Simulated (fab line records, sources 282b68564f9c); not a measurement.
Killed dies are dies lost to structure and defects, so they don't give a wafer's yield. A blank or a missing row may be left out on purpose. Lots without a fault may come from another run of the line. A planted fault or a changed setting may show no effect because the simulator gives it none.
Split-lot experiment | flow rit_cmos | 5 lots, 23 wafers read, on a route of 202 steps

THE SPLIT
At RIT_CONTACT_SOFTBAKE_04 (time 60 s), the setting temp_c was moved away from the recipe's 90 C on 9 of the 23 wafers read, by -3.7% to +4.1%. The other wafers ran this setting at the recipe's value.

FROM THE SPLIT TO THE READING: what the file shows between them, 2 steps
- RIT_CONTACT_EXPOSE_05: exposes mask M11, target cd 1000 nm
- RIT_CONTACT_PEB_06

THE READING
NOVOLAK_of_CONTACT_COAT_03.thk_nm (the simulator's own value, which no gauge read), in nm, at RIT_CONTACT_DEVELOP_07 (develop time 120 s). The file gives no usual value for it. The 14 wafers here that ran the recipe average 1001.5 nm, standard deviation 2.5 nm.

wafer  | tool, chamber at the split | temp_c as run, C | against the recipe | NOVOLAK_of_CONTACT_COAT_03.thk_nm, nm | against lot-mates on the recipe
L074.2 | litho_track-02, 0          | 90               | recipe             | 999.3                                 | -
L074.3 | litho_track-02, 0          | 90               | recipe             | 998.5                                 | -
L074.6 | litho_track-02, 0          | 90               | recipe             | 998.3                                 | -
L075.1 | litho_track-01, 0          | 86.65            | -3.7%              | 1013                                  | +10.0
L075.2 | litho_track-01, 0          | 86.65            | -3.7%              | 1011                                  | +8.0
L075.3 | litho_track-01, 0          | 90               | recipe             | 1003                                  | -
L075.5 | litho_track-01, 0          | 90               | recipe             | 1003                                  | -
L075.6 | litho_track-01, 0          | 90               | recipe             | 1003                                  | -
L079.1 | litho_track-01, 0          | 93.65            | +4.1%              | 988.7                                 | -12.6
L079.2 | litho_track-01, 0          | 90               | recipe             | 1002                                  | -
L079.3 | litho_track-01, 0          | 90               | recipe             | 1001                                  | -
L079.5 | litho_track-01, 0          | 90               | recipe             | 1001                                  | -
L079.6 | litho_track-01, 0          | 93.65            | +4.1%              | 993.8                                 | -7.5
L083.1 | litho_track-03, 0          | 92.33            | +2.6%              | 1001                                  | -4.5
L083.2 | litho_track-03, 0          | 92.33            | +2.6%              | 999.3                                 | -6.2
L083.3 | litho_track-03, 0          | 90               | recipe             | 1008                                  | -
L083.5 | litho_track-03, 0          | 90               | recipe             | 1003                                  | -
L083.6 | litho_track-03, 0          | 92.33            | +2.6%              | 1002                                  | -3.5
L084.1 | litho_track-03, 0          | 88.93            | -1.2%              | 1005                                  | +4.9
L084.2 | litho_track-03, 0          | 90               | recipe             | 1001                                  | -
L084.3 | litho_track-03, 0          | 90               | recipe             | 1001                                  | -
L084.4 | litho_track-03, 0          | 88.93            | -1.2%              | 1003                                  | +2.9
L084.6 | litho_track-03, 0          | 90               | recipe             | 998.3                                 | -

THE FIT
A straight line over all 23 wafers: NOVOLAK_of_CONTACT_COAT_03.thk_nm changes by -2.12 nm for each +1% of temp_c; r = -0.82; the points scatter about the line by 3 nm.
The same after taking each lot's own level away (the mean of its wafers on the recipe; 23 wafers): -2.35 nm for each +1%; r = -0.95; scatter 1.5 nm.
On that fit, the largest move of temp_c shifts the reading by 9.5 nm.
The lots' own levels span 998.70 to 1005.50 nm, that is 2.7 times the standard deviation above.
So the lot-to-lot level changes the slope little: the two slopes agree.
Check: with one of the wafers moved furthest among these (+4.1%) left out of the fit, the line predicts -8.35 nm for it against its lot-mates. It came out at -12.6 nm against them.

OTHER SPLITS ON THESE WAFERS
These wafers also went through other splits before the reading. Each is held against what the fit with the lots' levels taken away leaves over:
other split on the same wafers | wafers away from the commonest value | r with NOVOLAK_of_CONTACT_COAT_03.thk_nm (lot level and that fit taken away)
RIT_NSD_IMPLANT_08 energy_kev  | 9                                    | -0.07
RIT_PSD_COAT_01 spin_rpm       | 8                                    | -0.24
RIT_CONTACT_CVD_00 time_s      | 9                                    | +0.03

THE FILE'S OWN FIT
NOVOLAK_of_CONTACT_COAT_03.thk_nm changes by -2.41 nm for each +1% of temp_c, r = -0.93.
